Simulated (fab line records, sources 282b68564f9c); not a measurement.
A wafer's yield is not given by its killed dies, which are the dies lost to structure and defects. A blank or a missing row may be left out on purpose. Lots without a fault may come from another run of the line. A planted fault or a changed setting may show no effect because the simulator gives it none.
Lot-split experiment | flow rit-cmos | 23 wafers read from 5 lots, route of 202 steps

== THE SPLIT ITSELF ==
At RIT_PLDD_IMPLANT_08, the setting energy-kev was moved away from the recipe's 20 on 8 of the 23 wafers read, by -2.3% to +4.4%. All remaining wafers had this setting at the recipe value.

The split's own step is where the reading is taken.

== THE READING ==
In nm, at RIT_PLDD_IMPLANT_08: implant.drp-nm, which is the simulator's own figure and was read by no gauge. The file gives no usual value for it.

wafer  | tool, chamber at the split | energy-kev as run | against the recipe | implant.drp-nm, nm | against lot-mates on the recipe
L074.1 | implanter-02, 0            | 20.87             | +4.4%              | 10.05              | +0.298
L074.2 | implanter-02, 0            | 20.87             | +4.4%              | 10.05              | +0.298
L074.3 | implanter-02, 0            | 20                | recipe             | 9.752              | -
L074.4 | implanter-02, 0            | 20                | recipe             | 9.752              | -
L074.6 | implanter-02, 0            | 20                | recipe             | 9.752              | -
L078.1 | implanter-02, 0            | 20                | recipe             | 9.752              | -
L078.4 | implanter-02, 0            | 20                | recipe             | 9.752              | -
L078.6 | implanter-02, 0            | 20                | recipe             | 9.752              | -
L078.2 | implanter-02, 0            | 19.54             | -2.3%              | 9.594              | -0.158
L078.5 | implanter-02, 0            | 19.54             | -2.3%              | 9.594              | -0.158
L081.2 | implanter-04, 0            | 20                | recipe             | 9.752              | -
L081.3 | implanter-04, 0            | 20                | recipe             | 9.752              | -
L081.6 | implanter-04, 0            | 20                | recipe             | 9.752              | -
L082.1 | implanter-02, 0            | 20                | recipe             | 9.752              | -
L082.3 | implanter-02, 0            | 20                | recipe             | 9.752              | -
L082.4 | implanter-02, 0            | 20                | recipe             | 9.752              | -
L082.5 | implanter-02, 0            | 20.84             | +4.2%              | 10.04              | +0.288
L082.6 | implanter-02, 0            | 20.84             | +4.2%              | 10.04              | +0.288
L085.1 | implanter-04, 0            | 20.43             | +2.2%              | 9.898              | +0.146
L085.4 | implanter-04, 0            | 20.43             | +2.2%              | 9.898              | +0.146
L085.2 | implanter-04, 0            | 20                | recipe             | 9.752              | -
L085.5 | implanter-04, 0            | 20                | recipe             | 9.752              | -
L085.6 | implanter-04, 0            | 20                | recipe             | 9.752              | -

FIT RESULTS
A straight line over all 23 wafers: implant.drp-nm changes by +0.0685 nm for each +1% of energy-kev; r = +1.00; the points scatter about the line by 0.00041 nm.
The same after taking each lot's own level away (the mean of its wafers on the recipe; 23 wafers): +0.0685 nm for each +1%; r = +1.00; scatter 0.00041 nm.
That fit puts the effect of the largest move of energy-kev on the reading at 0.3 nm.
The lots' own levels span 9.7520 to 9.7520 nm.
The two slopes agree, so the slope changes little with the lot-to-lot level.
Check: for one of the wafers moved furthest among these (+4.4%), held out of the fit, the line's prediction against its lot-mates is +0.298 nm. It came out at +0.298 nm against them.

== OTHER SPLITS ON THESE WAFERS ==
Other splits were also applied to these wafers ahead of the reading. Each is held against what the fit with the lots' levels taken away leaves over:
other split on the same wafers      | wafers away from the commonest value | r with implant.drp-nm (lot level and that fit taken away)
RIT_ACTIVE_OXIDATION_01 temp-c      | 15                                   | -0.42
RIT_ACTIVE_CVD_03 sih2cl2-flow-sccm | 18                                   | -0.25
RIT_ACTIVE_DEVELOP_10 dev-temp-c    | 9                                    | -0.29
RIT_FOX1_OXIDATION_00 ox-time-s     | 10                                   | +0.46
RIT_NWELL_SOFTBAKE_02 temp-c        | 4                                    | +0.13
RIT_NWELL_IMPLANT_08 energy-kev     | 7                                    | +0.06
RIT_PWELL_IMPLANT_08 energy-kev     | 6                                    | -0.16
RIT_NRETRO_IMPLANT_08 dose-cm2      | 6                                    | +0.15
RIT_PRETRO_SOFTBAKE_02 temp-c       | 7                                    | +0.46
RIT_GATE_OXIDATION_05 temp-c        | 5                                    | -0.04
RIT_NLDD_COAT_01 resist-thk-nm      | 7                                    | -0.14
RIT_PLDD_COAT_01 resist-thk-nm      | 8                                    | +0.02

== THE WHOLE CHAIN: every reading that the file lists as answering this split, in the file's order ==
step                | what it does | reading                                                         | change (the file's fit)                | r (the file's)
RIT_PLDD_IMPLANT_08 |              | implant.rp-nm (the simulator's own value, which no gauge read)  | +0.135 nm for each +1% of the setting  | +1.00
RIT_PLDD_IMPLANT_08 |              | implant.drp-nm (the simulator's own value, which no gauge read) | +0.0681 nm for each +1% of the setting | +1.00

== THE FILE'S OWN FIT ==
implant.drp-nm changes by +0.0681 nm for each +1% of energy-kev, r = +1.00.
